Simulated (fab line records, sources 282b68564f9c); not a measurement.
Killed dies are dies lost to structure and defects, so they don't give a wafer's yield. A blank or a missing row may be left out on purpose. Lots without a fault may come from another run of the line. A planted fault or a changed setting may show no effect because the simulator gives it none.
fab line records | flow rit_cmos
record lots=5 wafers=15 last_day=7
route steps=202 shown NRETRO@63 PRETRO@64 GATE@75 FOX2@80 REOX@98 NLDD@103
lots that met no fault: from a run of the same line without faults
start_h: hours from the record's first day to the start of the lot's first wafer shown | wait_h: hours since the lot's step before | " the same as in the row above | L1.1+2: a row that stands for several wafers | - no value, or no start given | * or withheld: withheld | < > ~ a bound
route shown NAME@n: a module of which the file shows steps, and the number in the route of the first | usual: mean/standard deviation of fault-free wafers | same: alike in all rows | chamber/n: place in a boat | sites: the reading at each site | _std_site: their standard deviation | _edge_site: outer sites' mean less inner sites' | radius_mm: how far each site lies from the wafer's centre | mask NAME#n: copy n | behind: the tool/chamber that last shaped the wafer | hold: why the lot was held/for how many hours/how that ended | device: the transistor (n, p or np) that didn't switch | end of line: the same wafers' tests at the end of the route | a step without rows: its recipe alone | killed: dies lost to structure and defects at the first sort, not the wafer's yield | map: a wafer's dies, x killed, . not, _ none there
set.NAME: the setting as run; set.NAME@STEP: as run at that earlier step | model.NAME: the simulator's own value behind a step, which no gauge read
lots at some steps of the route; a table a step, a row a wafer
services: from which hour (start_h, from the record's first day; less than 0 if before it) a tool's chamber was out of use, for how many hours, and why
## steps
# step RIT_NRETRO_TW_MEAS_10
# usual NRETRO_TW=1045/8.6
# columns lot.wafer tool chamber start_h wait_h NRETRO_TW
L074.2 film_metro-02 - 32.23 0.1 1046
L074.4 " - " " 1042
L074.5 " - " " 1037
L082.1 film_metro-03 - 75.73 0.1 1052
L082.3 " - " " 1054
L082.6 " - " " 1054
L083.1 film_metro-03 - 80.37 0.1 1049
L083.2 " - " " 1044
L083.4 " - " " 1044
L093.1 film_metro-04 - 127.73 0.1 1064
L093.4 " - " " 1062
L093.6 " - " " 1067
L097.1 film_metro-03 - 145.19 0.1 1046
L097.3 " - " " 1051
L097.6 " - " " 1049
# step RIT_PRETRO_HMDS_00
# recipe prime_time_s=60 prime_temp_c=140
# columns lot.wafer tool chamber start_h wait_h
L074.2+4+5 litho_track-01 0 32.30 0.1
L082.1+3+6 litho_track-01 0 75.79 0.1
L083.1+2+4 litho_track-02 0 80.43 0.1
L093.1+4+6 litho_track-01 0 127.79 0.1
L097.1+3+6 litho_track-01 0 145.25 0.1
# step RIT_PRETRO_COAT_01
# recipe resist=NOVOLAK spin_rpm=2000 resist_thk_nm=1300
# usual spin_speed_rpm=2000.0/1.2
# columns lot.wafer tool chamber start_h wait_h spin_speed_rpm
L074.2 litho_track-01 0 32.45 0.1 1999.0
L074.4 " 0 " " 2000.1
L074.5 " 0 " " 1999.8
L082.1 litho_track-01 0 75.94 0.1 2000.5
L082.3 " 0 " " 2000.4
L082.6 " 0 " " 1999.5
L083.1 litho_track-02 0 80.58 0.1 1998.5
L083.2 " 0 " " 1999.6
L083.4 " 0 " " 2000.6
L093.1 litho_track-01 0 127.94 0.1 1999.9
L093.4 " 0 " " 1999.3
L093.6 " 0 " " 2001.2
L097.1 litho_track-01 0 145.40 0.1 2000.3
L097.3 " 0 " " 1998.1
L097.6 " 0 " " 1999.2
# step RIT_PRETRO_SOFTBAKE_02
# recipe resist=NOVOLAK temp_c=90 time_s=60
# columns lot.wafer tool chamber start_h wait_h
L074.2+4+5 litho_track-01 0 32.60 0.1
L082.1+3+6 litho_track-01 0 76.09 0.1
L083.1+2+4 litho_track-02 0 80.73 0.1
L093.1+4+6 litho_track-01 0 128.09 0.1
L097.1+3+6 litho_track-01 0 145.55 0.1
# step RIT_PRETRO_EXPOSE_03
# recipe mask_id=M5 na=0.57 target_cd_nm=43700 dose_mj=250
# same na=0.57
# columns lot.wafer tool chamber start_h wait_h mask
L074.2+4+5 iline_stepper-01 0 32.75 0.1 M5#0
L082.1+3+6 iline_stepper-02 0 76.24 0.1 M5#0
L083.1+2+4 iline_stepper-01 0 81.00 0.2 M5#0
L093.1+4+6 iline_stepper-01 0 128.37 0.2 M5#0
L097.1+3+6 iline_stepper-02 0 145.70 0.1 M5#0
# step RIT_PRETRO_PEB_04
# recipe resist=NOVOLAK temp_c=withheld time_s=withheld
# columns lot.wafer tool chamber start_h wait_h
L074.2+4+5 litho_track-02 0 32.87 0.1
L082.1+3+6 litho_track-02 0 76.36 0.1
L083.1+2+4 litho_track-02 0 81.12 0.1
L093.1+4+6 litho_track-01 0 128.48 0.1
L097.1+3+6 litho_track-01 0 145.82 0.1
# step RIT_PRETRO_DEVELOP_05
# recipe resist=NOVOLAK develop_time_s=68 dev_temp_c=23
# same develop_time_s=68
# columns lot.wafer tool chamber start_h wait_h
L074.2+4+5 litho_track-02 0 - -
L082.1+3+6 litho_track-02 0 - -
L083.1+2+4 litho_track-02 0 - -
L093.1+4+6 litho_track-01 0 - -
L097.1+3+6 litho_track-01 0 - -
# step RIT_PRETRO_OVL_MEAS_06
# usual PRETRO_OVL=1.3/1.5
# columns lot.wafer tool chamber start_h wait_h PRETRO_OVL[nm]
L074.2 overlay-01 - 33.17 - 0.2
L074.4 " - " " 0.1
L074.5 " - " " 2.3
L082.1 overlay-02 - 76.67 - 0.5
L082.3 " - " " 1.8
L082.6 " - " " 1.3
L083.1 overlay-01 - 81.43 - 1.5
L083.2 " - " " 2.0
L083.4 " - " " 1.0
L093.1 overlay-01 - 128.80 - 1.8
L093.4 " - " " 2.8
L093.6 " - " " 1.7
L097.1 overlay-01 - 146.13 - -1.5
L097.3 " - " " 2.6
L097.6 " - " " 1.2
# step RIT_PRETRO_HARDBAKE_07
# recipe resist=NOVOLAK temp_c=140 time_s=120
# columns lot.wafer tool chamber start_h wait_h
L074.2+4+5 litho_track-01 0 33.24 0.1
L082.1+3+6 litho_track-02 0 76.71 0.0
L083.1+2+4 litho_track-04 0 81.47 0.0
L093.1+4+6 litho_track-01 0 128.83 0.0
L097.1+3+6 litho_track-02 0 146.24 0.1
# step RIT_PRETRO_IMPLANT_08
# recipe species=B energy_kev=45 dose_cm2=1.2e+13 tilt_deg=7
# usual beam_energy_keV=44.997/0.015 tilt_deg=6.996/0.021
# columns lot.wafer tool chamber start_h wait_h beam_energy_keV tilt_deg
L074.2 implanter-02 0 33.47 0.2 44.980 6.968
L074.4 " 0 " " 45.002 6.977
L074.5 " 0 " " 44.988 6.960
L082.1 implanter-01 0 76.96 0.2 45.008 7.023
L082.3 " 0 " " 44.995 7.025
L082.6 " 0 " " 45.018 6.990
L083.1 implanter-02 0 81.72 0.2 44.984 6.957
L083.2 " 0 " " 44.997 7.005
L083.4 " 0 " " 45.008 6.981
L093.1 implanter-02 0 129.08 0.2 45.003 7.016
L093.4 " 0 " " 44.986 7.009
L093.6 " 0 " " 45.006 7.021
L097.1 implanter-01 0 146.49 0.2 44.998 6.996
L097.3 " 0 " " 44.995 6.993
L097.6 " 0 " " 44.983 6.976
# step RIT_PRETRO_STRIP_09
# recipe chemistry=O2 time_s=180 resist=NOVOLAK platen_temp_c=withheld power_w=500 pressure_mtorr=4000 o2_flow_sccm=4000
# usual drypump_motor_current_A=5.95/0.2
# columns lot.wafer tool chamber start_h wait_h drypump_motor_current_A rf_hours_counter_h
L074.2 plasma_asher-01 1 33.60 0.1 5.77 38
L074.4 " 1 " " 5.77 -
L074.5 " 0 " " 5.83 -
L082.1 plasma_asher-02 0 77.11 0.1 5.67 43
L082.3 " 1 " " 5.87 -
L082.6 " 0 " " 5.66 -
L083.1 plasma_asher-01 1 81.87 0.1 5.76 43
L083.2 " 0 " " 5.80 43
L083.4 " 0 " " 5.82 -
L093.1 plasma_asher-04 1 129.23 0.1 6.15 33
L093.4 " 0 " " 6.20 -
L093.6 " 1 " " 6.18 -
L097.1 plasma_asher-04 1 146.64 0.1 6.22 35
L097.3 " 1 " " 6.18 -
L097.6 " 1 " " 6.18 -
# step RIT_PRETRO_TW_MEAS_10
# usual PRETRO_TW=475/4.4
# columns lot.wafer tool chamber start_h wait_h PRETRO_TW
L074.2 film_metro-01 - 33.78 0.1 479
L074.4 " - " " 480
L074.5 " - " " 480
L082.1 film_metro-02 - 77.28 0.1 472
L082.3 " - " " 471
L082.6 " - " " 471
L083.1 film_metro-03 - 82.04 0.1 474
L083.2 " - " " 472
L083.4 " - " " 474
L093.1 film_metro-01 - 129.41 0.1 477
L093.4 " - " " 480
L093.6 " - " " 479
L097.1 film_metro-01 - 146.82 0.1 478
L097.3 " - " " 478
L097.6 " - " " 478
# step RIT_GATE_WET_ETCH_00
# recipe chemistry=BOE target=SiO2 target_depth_nm=56 time_s=60 dry=n2_spin dilution=10:1 temp_c=21.5
# usual temp_c=21.50/0.12
# columns lot.wafer tool chamber start_h wait_h temp_c
L074.2 wet_bench-04 1 33.83 0.0 21.49
L074.4 " 1 " " 21.60
L074.5 " 1 " " 21.45
L082.1 wet_bench-02 2 77.34 0.1 21.48
L082.3 " 2 " " 21.52
L082.6 " 2 " " 21.47
L083.1 wet_bench-02 0 82.10 0.1 21.40
L083.2 " 0 " " 21.50
L083.4 " 0 " " 21.42
L093.1 wet_bench-02 3 129.47 0.1 21.60
L093.4 " 3 " " 21.55
L093.6 " 3 " " 21.62
L097.1 wet_bench-02 0 146.88 0.1 21.29
L097.3 " 0 " " 21.29
L097.6 " 0 " " 21.37
# step RIT_GATE_CLEAN_01
# recipe chemistry=SC1 mix=3:3:50 time_s=600 temp_c=75
# usual temp_c=74.97/0.12
# columns lot.wafer tool chamber start_h wait_h temp_c
L074.2 wet_bench-03 3 33.86 0.0 75.11
L074.4 " 3 " " 75.13
L074.5 " 3 " " 75.06
L082.1 wet_bench-04 2 77.39 0.0 75.29
L082.3 " 2 " " 75.16
L082.6 " 2 " " 75.19
L083.1 wet_bench-03 3 82.15 0.0 74.91
L083.2 " 3 " " 74.84
L083.4 " 3 " " 74.98
L093.1 wet_bench-03 1 129.49 0.0 74.92
L093.4 " 1 " " 75.03
L093.6 " 1 " " 75.06
L097.1 wet_bench-02 0 146.90 0.0 74.97
L097.3 " 0 " " 75.03
L097.6 " 0 " " 75.15
# step RIT_GATE_CLEAN_02
# recipe chemistry=dHF dilution=50:1 time_s=30
# columns lot.wafer tool chamber start_h wait_h
L074.2+4+5 wet_bench-02 2 34.05 0.0
L082.1+3+6 wet_bench-02 3 77.57 0.0
L083.1+2+4 wet_bench-04 0 82.33 0.0
L093.1+4+6 wet_bench-02 2 129.67 0.0
L097.1+3+6 wet_bench-02 3 147.08 0.0
# step RIT_GATE_CLEAN_03
# recipe chemistry=SC2 mix=3:3:50 time_s=600 temp_c=75 dry=n2_spin
# usual temp_c=75.01/0.12
# columns lot.wafer tool chamber start_h wait_h temp_c
L074.2 wet_bench-04 0 34.08 0.0 74.97
L074.4 " 0 " " 75.06
L074.5 " 0 " " 74.98
L082.1 wet_bench-04 0 77.60 0.0 75.02
L082.3 " 0 " " 74.80
L082.6 " 0 " " 74.87
L083.1 wet_bench-02 3 82.35 0.0 75.25
L083.2 " 3 " " 75.20
L083.4 " 3 " " 75.09
L093.1 wet_bench-03 1 129.69 0.0 75.06
L093.4 " 1 " " 75.14
L093.6 " 1 " " 75.13
L097.1 wet_bench-02 0 147.09 0.0 74.79
L097.3 " 0 " " 75.03
L097.6 " 0 " " 74.75
# step RIT_GATE_CLEAN_04
# recipe chemistry=dHF dilution=50:1 time_s=60 dry=n2_spin
# columns lot.wafer tool chamber start_h wait_h
L074.2+4+5 wet_bench-03 0 34.28 0.0
L082.1+3+6 wet_bench-02 2 77.78 0.0
L083.1+2+4 wet_bench-03 2 82.70 0.0
L093.1+4+6 wet_bench-02 3 129.86 0.0
L097.1+3+6 wet_bench-03 3 147.27 0.0
# step RIT_FOX2_THK_MEAS_91
# recipe reads=SiO2_of_FOX2_OXIDATION_00
# usual FIELD_OXIDE_LEFT_2_THK=258/6.7
# columns lot.wafer tool chamber start_h wait_h FIELD_OXIDE_LEFT_2_THK[nm]
L074.2 film_metro-01 - 34.31 0.0 266
L074.4 " - " " 266
L074.5 " - " " 265
L082.1 film_metro-02 - 77.83 0.0 261
L082.3 " - " " 263
L082.6 " - " " 268
L083.1 film_metro-04 - 82.72 0.0 251
L083.2 " - " " 260
L083.4 " - " " 250
L093.1 film_metro-01 - 129.89 0.0 255
L093.4 " - " " 251
L093.6 " - " " 262
L097.1 film_metro-01 - 147.32 0.0 254
L097.3 " - " " 251
L097.6 " - " " 255
# step RIT_GATE_OXIDATION_05
# recipe temp_c=900 ambient=O2 target_thk_a=30 ox_time_s=270
# usual tube_center_temp_C=900/0.087 tube_center_temp_C_max=902.3/0.36 zone_power_centre_pct=39/3 zone_power_source_pct=24.7/1.4
# columns lot.wafer tool chamber start_h wait_h tube_center_temp_C tube_center_temp_C_max zone_power_centre_pct zone_power_source_pct
L074.2 furnace-04 0 35.56 1.2 900 902.3 39 24.6
L074.4 " 0 " " 899.9 902.1 39 25.1
L074.5 " 0 " " 900.04 903.0 39 25.3
L082.1 furnace-04 0 78.64 0.8 899.87 902.6 39 24.4
L082.3 " 0 " " 899.92 902.4 39 24.9
L082.6 " 0 " " 899.99 902.6 39 24.7
L083.1 furnace-04 0 83.21 0.5 900.01 903.6 40 24.6
L083.2 " 0 " " 900.15 902.1 39 24.7
L083.4 " 0 " " 899.86 901.8 39 24.8
L093.1 furnace-01 0 129.95 0.1 900.06 903.1 36 25.7
L093.4 " 0 " " 900.06 901.9 36 26.0
L093.6 " 0 " " 899.98 901.9 36 25.8
L097.1 furnace-03 0 147.54 0.2 900.03 902.3 43 22.7
L097.3 " 0 " " 900.06 902.3 44 22.4
L097.6 " 0 " " 900.05 902.2 43 22.4
# step RIT_GATE_ANNEAL_06
# recipe temp_c=900 time_s=600 ambient=N2O
# usual tube_center_temp_C=899.99/0.083 tube_center_temp_C_max=902.3/0.4 zone_power_centre_pct=39/3.3 zone_power_source_pct=24.7/1.5
# columns lot.wafer tool chamber start_h wait_h tube_center_temp_C tube_center_temp_C_max zone_power_centre_pct zone_power_source_pct
L074.2 furnace-01 0 38.19 1.6 900 902.0 36 25.4
L074.4 " 0 " " 900.1 902.3 36 25.7
L074.5 " 0 " " 899.98 901.9 36 26.0
L082.1 furnace-04 0 81.03 1.3 900.04 902.2 39 24.5
L082.3 " 0 " " 900.03 902.5 39 24.8
L082.6 " 0 " " 900.01 902.1 38 24.7
L083.1 furnace-01 0 85.20 0.9 900.03 902.3 36 25.9
L083.2 " 0 " " 900 903.0 36 25.4
L083.4 " 0 " " 899.99 902.4 36 25.6
L093.1 furnace-01 0 131.03 0.0 899.78 902.0 36 25.8
L093.4 " 0 " " 899.91 901.8 36 26.0
L093.6 " 0 " " 899.96 902.1 36 26.4
L097.1 furnace-04 0 149.53 0.9 899.94 901.7 39 24.9
L097.3 " 0 " " 900.19 902.7 39 24.9
L097.6 " 0 " " 900.04 902.3 39 24.7
# step RIT_GATE_THK_MEAS_07
# recipe reads=SiO2_of_GATE_OXIDATION_05
# usual GATE_OXIDE_THK=3.03/0.059
# columns lot.wafer tool chamber start_h wait_h GATE_OXIDE_THK[nm]
L074.2 film_metro-02 - 38.45 0.0 3.08
L074.4 " - " " 3.09
L074.5 " - " " 3.01
L082.1 film_metro-02 - 81.28 0.0 3.04
L082.3 " - " " 3.11
L082.6 " - " " 3.04
L083.1 film_metro-01 - 85.45 0.0 3.11
L083.2 " - " " 3.11
L083.4 " - " " 3.14
L093.1 film_metro-02 - 131.28 0.0 3.01
L093.4 " - " " 2.98
L093.6 " - " " 3.04
L097.1 film_metro-02 - 149.78 0.0 3.03
L097.3 " - " " 3.02
L097.6 " - " " 3.05
# step RIT_GATE_CVD_08
# recipe material=poly-Si target_thk_nm=250 temp_c=610 precursor=SiH4 time_s=2220 pressure_mtorr=300 sih4_flow_sccm=100
# usual zone_power_centre_pct=26.7/0.58 zone_power_source_pct=10.3/0.78
# columns lot.wafer tool chamber start_h wait_h zone_power_centre_pct zone_power_source_pct
L074.2 lpcvd-01 1 38.50 0.0 25.8 9.0
L074.4 " 1 " " 25.9 9.1
L074.5 " 1 " " 25.5 9.0
L082.1 lpcvd-02 0 81.34 0.1 27.3 11.3
L082.3 " 0 " " 27.3 11.2
L082.6 " 0 " " 27.0 11.5
L083.1 lpcvd-01 0 85.51 0.1 26.4 10.3
L083.2 " 0 " " 26.1 10.0
L083.4 " 0 " " 26.5 10.0
L093.1 lpcvd-02 0 131.34 0.1 27.5 11.2
L093.4 " 0 " " 27.2 11.4
L093.6 " 0 " " 27.2 11.3
L097.1 lpcvd-02 0 149.84 0.1 27.4 11.2
L097.3 " 0 " " 26.8 11.2
L097.6 " 0 " " 27.0 11.2
# step RIT_GATE_THK_MEAS_09
# recipe reads=poly-Si_of_GATE_CVD_08
# usual GATE_POLY_THK=252.6/2.5
# columns lot.wafer tool chamber start_h wait_h GATE_POLY_THK[nm]
L074.2 film_metro-01 - 40.13 0.0 250.3
L074.4 " - " " 251.3
L074.5 " - " " 250.0
L082.1 film_metro-02 - 82.95 0.0 254.6
L082.3 " - " " 253.6
L082.6 " - " " 252.4
L083.1 film_metro-04 - 87.94 0.0 254.3
L083.2 " - " " 251.4
L083.4 " - " " 253.7
L093.1 film_metro-04 - 132.95 0.0 254.2
L093.4 " - " " 253.8
L093.6 " - " " 254.5
L097.1 film_metro-01 - 151.45 0.0 247.8
L097.3 " - " " 248.6
L097.6 " - " " 246.1
# step RIT_GATE_HMDS_10
# recipe prime_time_s=60 prime_temp_c=140
# columns lot.wafer tool chamber start_h wait_h
L074.2+4+5 litho_track-04 0 40.21 0.1
L082.1+3+6 litho_track-02 0 83.09 0.1
L083.1+2+4 litho_track-04 0 88.00 0.1
L093.1+4+6 litho_track-02 0 133.01 0.1
L097.1+3+6 litho_track-02 0 151.59 0.1
# step RIT_GATE_COAT_11
# recipe resist=NOVOLAK spin_rpm=4250 resist_thk_nm=850
# usual spin_speed_rpm=4249.7/2.9
# columns lot.wafer tool chamber start_h wait_h spin_speed_rpm
L074.2 litho_track-04 0 40.36 0.1 4250.2
L074.4 " 0 " " 4244.3
L074.5 " 0 " " 4242.1
L082.1 litho_track-02 0 83.24 0.1 4248.1
L082.3 " 0 " " 4249.1
L082.6 " 0 " " 4246.6
L083.1 litho_track-04 0 88.15 0.1 4253.8
L083.2 " 0 " " 4245.2
L083.4 " 0 " " 4253.6
L093.1 litho_track-02 0 133.16 0.1 4247.3
L093.4 " 0 " " 4246.0
L093.6 " 0 " " 4246.4
L097.1 litho_track-02 0 151.74 0.1 4256.2
L097.3 " 0 " " 4251.8
L097.6 " 0 " " 4254.4
# step RIT_GATE_SOFTBAKE_12
# recipe resist=NOVOLAK temp_c=90 time_s=60
# columns lot.wafer tool chamber start_h wait_h
L074.2+4+5 litho_track-04 0 40.51 0.1
L082.1+3+6 litho_track-02 0 83.39 0.1
L083.1+2+4 litho_track-04 0 88.30 0.1
L093.1+4+6 litho_track-02 0 133.31 0.1
L097.1+3+6 litho_track-02 0 151.89 0.1
# step RIT_GATE_EXPOSE_13
# recipe mask_id=M6 na=0.6 source_shape=conventional sigma_outer=0.6 target_cd_nm=150 dose_mj=380
# same na=0.6
# columns lot.wafer tool chamber start_h wait_h mask
L074.2+4+5 iline_stepper-01 0 40.65 0.1 M6#0
L082.1+3+6 iline_stepper-02 0 83.66 0.2 M6#0
L083.1+2+4 iline_stepper-02 0 88.45 0.1 M6#0
L093.1+4+6 iline_stepper-02 0 133.59 0.2 M6#0
L097.1+3+6 iline_stepper-02 0 152.06 0.1 M6#0
# step RIT_GATE_PEB_14
# recipe resist=NOVOLAK temp_c=withheld time_s=withheld
# columns lot.wafer tool chamber start_h wait_h
L074.2+4+5 litho_track-04 0 40.77 0.1
L082.1+3+6 litho_track-03 0 83.93 0.2
L083.1+2+4 litho_track-02 0 88.58 0.1
L093.1+4+6 litho_track-04 0 133.70 0.1
L097.1+3+6 litho_track-04 0 152.45 0.4
# step RIT_GATE_DEVELOP_15
# recipe resist=NOVOLAK develop_time_s=50 dev_temp_c=23
# same develop_time_s=50
# columns lot.wafer tool chamber start_h wait_h
L074.2+4+5 litho_track-04 0 - -
L082.1+3+6 litho_track-03 0 - -
L083.1+2+4 litho_track-02 0 - -
L093.1+4+6 litho_track-04 0 - -
L097.1+3+6 litho_track-04 0 - -
# step RIT_GATE_CD_MEAS_16
# recipe target_cd_nm=150
# usual cd_nm=149.2/2.6
# columns lot.wafer tool chamber start_h wait_h cd_nm
L074.2 cd_sem-02 - 41.05 - 151.6
L074.4 " - " " 151.2
L074.5 " - " " 151.3
L082.1 cd_sem-02 - 84.29 - 147.2
L082.3 " - " " 149.5
L082.6 " - " " 149.3
L083.1 cd_sem-01 - 88.86 - 153.2
L083.2 " - " " 152.7
L083.4 " - " " 153.4
L093.1 cd_sem-01 - 133.99 - 146.5
L093.4 " - " " 145.5
L093.6 " - " " 148.7
L097.1 cd_sem-02 - 152.73 - 153.5
L097.3 " - " " 153.4
L097.6 " - " " 155.2
# step RIT_GATE_OVL_MEAS_17
# usual GATE_OVL=1.3/1.4
# columns lot.wafer tool chamber start_h wait_h GATE_OVL[nm]
L074.2 overlay-02 - 41.16 0.1 0.1
L074.4 " - " " 0.7
L074.5 " - " " 0.2
L082.1 overlay-01 - 84.41 0.1 2.7
L082.3 " - " " 1.6
L082.6 " - " " 3.6
L083.1 overlay-02 - 88.98 0.1 -0.1
L083.2 " - " " 1.4
L083.4 " - " " 1.1
L093.1 overlay-02 - 134.11 0.1 2.5
L093.4 " - " " 1.9
L093.6 " - " " 1.0
L097.1 overlay-01 - 152.85 0.1 2.5
L097.3 " - " " 2.5
L097.6 " - " " 1.3
# step RIT_GATE_HARDBAKE_18
# recipe resist=NOVOLAK temp_c=140 time_s=60
# columns lot.wafer tool chamber start_h wait_h
L074.2+4+5 litho_track-02 0 41.21 0.0
L082.1+3+6 litho_track-02 0 84.52 0.1
L083.1+2+4 litho_track-03 0 89.02 0.0
L093.1+4+6 litho_track-03 0 134.14 0.0
L097.1+3+6 litho_track-02 0 152.89 0.0
# step RIT_GATE_ETCH_19
# recipe chemistry=SF6/CHF3/O2 time_s=165 SF6_flow_sccm=30 CHF3_flow_sccm=30 O2_flow_sccm=5 target=poly-Si pressure_mtorr=40 rf_w=160 target_depth_a=3125 over_etch_frac=0.25 stop_on=SiO2
# usual drypump_motor_current_A=5.8/0.43 oes_product_au=0.849/0.013 throttle_valve_pct=10.31/0.096
# columns lot.wafer tool chamber start_h wait_h drypump_motor_current_A oes_product_au rf_hours_counter_h throttle_valve_pct
L074.2 rie_si-02 0 41.34 0.1 6.6 0.840 1 10.35
L074.4 " 1 " " 5.2 0.853 33 10.25
L074.5 " 0 " " 6.6 0.844 - 10.33
L082.1 rie_si-02 2 84.67 0.1 5.2 0.847 20 10.39
L082.3 " 3 " " 5.8 0.852 121 10.50
L082.6 " 1 " " 5.2 0.851 - 10.23
L083.1 rie_si-01 3 89.17 0.1 5.4 0.838 4 10.22
L083.2 " 0 " " 5.8 0.841 40 10.23
L083.4 " 2 " " 6.0 0.852 137 10.25
L093.1 rie_si-01 0 134.29 0.1 5.8 0.848 40 10.21
L093.4 " 2 " " 6.0 0.859 137 10.24
L093.6 " 2 " " 6.1 0.860 - 10.23
L097.1 rie_si-01 0 153.04 0.1 5.8 0.835 40 10.23
L097.3 " 1 " " 5.9 0.848 27 10.32
L097.6 " 0 " " 5.7 0.842 - 10.23
# step RIT_GATE_STRIP_20
# recipe chemistry=O2 time_s=180 resist=NOVOLAK platen_temp_c=withheld power_w=500 pressure_mtorr=4000 o2_flow_sccm=4000
# usual drypump_motor_current_A=5.91/0.22
# columns lot.wafer tool chamber start_h wait_h drypump_motor_current_A rf_hours_counter_h
L074.2 plasma_asher-02 0 41.44 0.1 5.67 40
L074.4 " 0 " " 5.71 -
L074.5 " 1 " " 5.88 -
L082.1 plasma_asher-02 1 84.78 0.1 5.88 44
L082.3 " 1 " " 5.87 -
L082.6 " 0 " " 5.69 -
L083.1 plasma_asher-03 1 89.28 0.1 5.66 45
L083.2 " 0 " " 5.76 45
L083.4 " 1 " " 5.67 -
L093.1 plasma_asher-03 1 134.40 0.1 5.66 50
L093.4 " 0 " " 5.77 -
L093.6 " 1 " " 5.64 -
L097.1 plasma_asher-04 0 153.14 0.1 6.20 36
L097.3 " 0 " " 6.18 -
L097.6 " 0 " " 6.18 -
# step RIT_GATE_CD_MEAS_90
# recipe target_cd_nm=150
# usual cd_nm=149.2/2.7
# columns lot.wafer tool chamber start_h wait_h cd_nm
L074.2 cd_sem-01 - 41.64 0.1 151.3
L074.4 " - " " 151.3
L074.5 " - " " 151.2
L082.1 cd_sem-02 - 84.96 0.1 147.8
L082.3 " - " " 149.2
L082.6 " - " " 149.2
L083.1 cd_sem-01 - 89.45 0.1 153.2
L083.2 " - " " 152.6
L083.4 " - " " 153.5
L093.1 cd_sem-02 - 134.58 0.1 146.1
L093.4 " - " " 145.7
L093.6 " - " " 148.9
L097.1 cd_sem-02 - 153.32 0.1 153.5
L097.3 " - " " 153.4
L097.6 " - " " 155.5
# step RIT_REOX_CLEAN_00
# recipe chemistry=SC1 mix=3:3:50 time_s=600 temp_c=75
# usual temp_c=75.00/0.13
# columns lot.wafer tool chamber start_h wait_h temp_c
L074.2 wet_bench-02 3 41.74 0.1 74.97
L074.4 " 3 " " 75.12
L074.5 " 3 " " 75.13
L082.1 wet_bench-01 0 85.08 0.1 74.96
L082.3 " 0 " " 75.01
L082.6 " 0 " " 74.89
L083.1 wet_bench-02 2 89.57 0.1 74.86
L083.2 " 2 " " 74.79
L083.4 " 2 " " 74.70
L093.1 wet_bench-02 1 134.70 0.1 74.96
L093.4 " 1 " " 74.72
L093.6 " 1 " " 74.97
L097.1 wet_bench-04 3 153.44 0.1 74.93
L097.3 " 3 " " 74.95
L097.6 " 3 " " 75.12
# step RIT_REOX_CLEAN_01
# recipe chemistry=dHF dilution=50:1 time_s=30
# columns lot.wafer tool chamber start_h wait_h
L074.2+4+5 wet_bench-04 2 42.12 0.0
L082.1+3+6 wet_bench-02 2 85.27 0.0
L083.1+2+4 wet_bench-01 0 89.75 0.0
L093.1+4+6 wet_bench-01 1 134.89 0.0
L097.1+3+6 wet_bench-01 2 153.61 0.0
# step RIT_REOX_CLEAN_02
# recipe chemistry=SC2 mix=3:3:50 time_s=600 temp_c=75 dry=n2_spin
# usual temp_c=74.99/0.13
# columns lot.wafer tool chamber start_h wait_h temp_c
L074.2 wet_bench-02 2 42.14 0.0 75.07
L074.4 " 2 " " 74.72
L074.5 " 2 " " 75.04
L082.1 wet_bench-01 0 85.29 0.0 74.93
L082.3 " 0 " " 75.00
L082.6 " 0 " " 75.09
L083.1 wet_bench-04 1 89.76 0.0 74.93
L083.2 " 1 " " 75.00
L083.4 " 1 " " 74.89
L093.1 wet_bench-04 3 134.90 0.0 74.92
L093.4 " 3 " " 74.87
L093.6 " 3 " " 75.00
L097.1 wet_bench-04 3 153.63 0.0 74.84
L097.3 " 3 " " 74.92
L097.6 " 3 " " 75.11
# step RIT_REOX_OXIDATION_03
# recipe temp_c=900 ambient=O2 target_thk_a=252 ox_time_s=5580
# usual tube_center_temp_C=900.01/0.083 tube_center_temp_C_max=902.3/0.37 zone_power_centre_pct=39/3.3 zone_power_source_pct=24.5/1.5
# columns lot.wafer tool chamber start_h wait_h tube_center_temp_C tube_center_temp_C_max zone_power_centre_pct zone_power_source_pct
L074.2 furnace-01 0 42.77 0.2 900.04 901.8 36 25.8
L074.4 " 0 " " 899.86 902.0 35 26.0
L074.5 " 0 " " 900.06 902.1 36 25.5
L082.1 furnace-03 0 87.15 1.7 899.99 902.8 43 22.7
L082.3 " 0 " " 900.02 901.7 44 22.1
L082.6 " 0 " " 899.9 902.4 43 23.1
L083.1 furnace-01 0 90.78 0.8 900.2 902.1 36 26.3
L083.2 " 0 " " 899.98 902.6 36 25.7
L083.4 " 0 " " 900.05 902.3 36 25.7
L093.1 furnace-03 0 135.30 0.2 900.05 902.6 43 22.6
L093.4 " 0 " " 899.9 902.4 43 22.5
L093.6 " 0 " " 899.96 902.0 43 22.5
L097.1 furnace-04 0 154.86 1.1 899.91 902.7 39 24.8
L097.3 " 0 " " 900.07 901.7 39 24.8
L097.6 " 0 " " 899.94 902.4 39 24.7
# step RIT_REOX_THK_MEAS_04
# recipe reads=SiO2_of_REOX_OXIDATION_03
# usual REOX_OXIDE_THK=25.1/0.46
# columns lot.wafer tool chamber start_h wait_h REOX_OXIDE_THK[nm]
L074.2 film_metro-03 - 45.33 0.0 24.9
L074.4 " - " " 25.3
L074.5 " - " " 25.0
L082.1 film_metro-04 - 89.70 0.0 25.5
L082.3 " - " " 25.6
L082.6 " - " " 25.6
L083.1 film_metro-01 - 93.33 0.0 25.7
L083.2 " - " " 25.7
L083.4 " - " " 26.0
L093.1 film_metro-03 - 137.85 0.0 24.6
L093.4 " - " " 24.5
L093.6 " - " " 25.1
L097.1 film_metro-01 - 157.41 0.0 24.1
L097.3 " - " " 23.9
L097.6 " - " " 24.2
# step RIT_NLDD_HMDS_00
# recipe prime_time_s=60 prime_temp_c=140
# columns lot.wafer tool chamber start_h wait_h
L074.2+4+5 litho_track-01 0 45.40 0.1
L082.1+3+6 litho_track-04 0 89.76 0.1
L083.1+2+4 litho_track-04 0 93.39 0.1
L093.1+4+6 litho_track-01 0 137.91 0.1
L097.1+3+6 litho_track-04 0 157.47 0.1
## services
# columns tool chamber start_h hours kind
implanter-01 - 10.09 3.7 pm
furnace-01 - 30.36 3.7 pm
iline_stepper-02 - 39.05 1.7 pm
furnace-04 - 42.17 16.0 pm
iline_stepper-02 0 44.72 - calibration
rie_si-02 - 56.97 2.8 pm
implanter-02 - 74.22 1.7 repair
plasma_asher-04 - 105.75 0.9 repair
plasma_asher-02 - 108.75 9.0 pm
plasma_asher-02 0 108.75 9.0 vent_cycle
plasma_asher-02 1 108.75 9.0 vent_cycle
plasma_asher-02 0 117.75 - clean
plasma_asher-02 1 117.75 - clean
wet_bench-04 - 120.41 1.9 pm
implanter-01 - 127.38 9.0 repair
iline_stepper-01 0 134.98 - calibration
implanter-02 - 141.48 14.1 pm
implanter-01 - 150.58 5.4 repair
furnace-01 - 152.90 4.8 pm
## key
fault none
